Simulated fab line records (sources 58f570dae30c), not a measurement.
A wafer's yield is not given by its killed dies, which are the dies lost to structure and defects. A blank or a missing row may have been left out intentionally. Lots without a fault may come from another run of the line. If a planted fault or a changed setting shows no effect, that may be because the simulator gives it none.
Split-lot trial | flow berkeley cmos170 | on a route of 331 steps: 5 lots, 23 wafers read

ABOUT THE SPLIT
At UCB170_ZERO_COAT_01 (resist thk 900 nm), the setting resist thk nm was moved away from the recipe's 900 nm on 8 of the 23 wafers read, by -2.6% to +4.4%. This setting was run at the recipe's value on the other wafers.

Reading taken at the split's own step.

THE READING
KrF_of_ZERO_COAT_01.thk nm (the simulator's own value, which no gauge read), in nm, at UCB170_ZERO_COAT_01 (resist thk 900 nm). There is no usual value for it anywhere in the file. Average 899.7 nm, standard deviation 2.8 nm, over the 15 wafers here run with the recipe.

wafer  | tool, chamber at the split | resist thk nm as run, nm | against the recipe | KrF_of_ZERO_COAT_01.thk nm, nm | against lot-mates on the recipe
L075.1 | litho track-04, 0          | 876.8                    | -2.6%              | 875.3                          | -23.6
L075.2 | litho track-04, 0          | 876.8                    | -2.6%              | 875                            | -23.9
L075.3 | litho track-04, 0          | 900                      | recipe             | 899.6                          | -
L075.4 | litho track-04, 0          | 876.8                    | -2.6%              | 876.9                          | -22.0
L075.6 | litho track-04, 0          | 900                      | recipe             | 898.2                          | -
L077.1 | litho track-03, 0          | 900                      | recipe             | 897.8                          | -
L077.2 | litho track-03, 0          | 900                      | recipe             | 901.2                          | -
L077.3 | litho track-03, 0          | 900                      | recipe             | 901.4                          | -
L077.5 | litho track-03, 0          | 900                      | recipe             | 902.3                          | -
L077.6 | litho track-03, 0          | 900                      | recipe             | 899.7                          | -
L080.1 | litho track-01, 0          | 939.8                    | +4.4%              | 945.1                          | +42.7
L080.3 | litho track-01, 0          | 939.8                    | +4.4%              | 940.8                          | +38.4
L080.4 | litho track-01, 0          | 900                      | recipe             | 902.6                          | -
L080.5 | litho track-01, 0          | 939.8                    | +4.4%              | 944.6                          | +42.2
L080.6 | litho track-01, 0          | 900                      | recipe             | 902.2                          | -
L081.1 | litho track-01, 0          | 931                      | +3.4%              | 934.9                          | +33.0
L081.2 | litho track-01, 0          | 900                      | recipe             | 900.9                          | -
L081.3 | litho track-01, 0          | 900                      | recipe             | 901.5                          | -
L081.4 | litho track-01, 0          | 900                      | recipe             | 903.2                          | -
L081.6 | litho track-01, 0          | 931                      | +3.4%              | 932.6                          | +30.7
L082.1 | litho track-03, 0          | 900                      | recipe             | 894.7                          | -
L082.2 | litho track-03, 0          | 900                      | recipe             | 896.2                          | -
L082.5 | litho track-03, 0          | 900                      | recipe             | 894.2                          | -

THE FIT
A straight line over all 23 wafers: KrF_of_ZERO_COAT_01.thk nm changes by +9.75 nm for each +1% of resist thk nm; r = +0.99; the points scatter about the line by 2.6 nm.
The same after taking each lot's own level away (the mean of its wafers on the recipe; 23 wafers): +9.21 nm for each +1%; r = +1.00; scatter 1.3 nm.
That fit puts the effect of the largest move of resist thk nm on the reading at 41 nm.
Measured against the standard deviation above, the lots' own levels, which go from 895.03 to 902.40 nm, span 2.6 times it.
The two slopes are in agreement: the lot-to-lot level therefore moves the slope only a little.
Check: with one of the wafers moved furthest among these (+4.4%) left out of the fit, the line predicts +40.4 nm for it against its lot-mates. Against them it came out at +42.7 nm.

THE WHOLE CHAIN: every reading that the file lists as answering this split, in the file's order
step                 | what it does      | reading                                                                     | change (the file's fit)              | r (the file's)
UCB170_ZERO_COAT_01  | resist thk 900 nm | KrF_of_ZERO_COAT_01.thk nm (the simulator's own value, which no gauge read) | +9.23 nm for each +1% of the setting | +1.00
UCB170_ZERO_STRIP_07 | strips in O2      | strip time to endpoint s                                                    | withheld for each +1% of the setting | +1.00

THE FILE'S OWN FIT
KrF_of_ZERO_COAT_01.thk nm changes by +9.23 nm for each +1% of resist thk nm, r = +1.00.
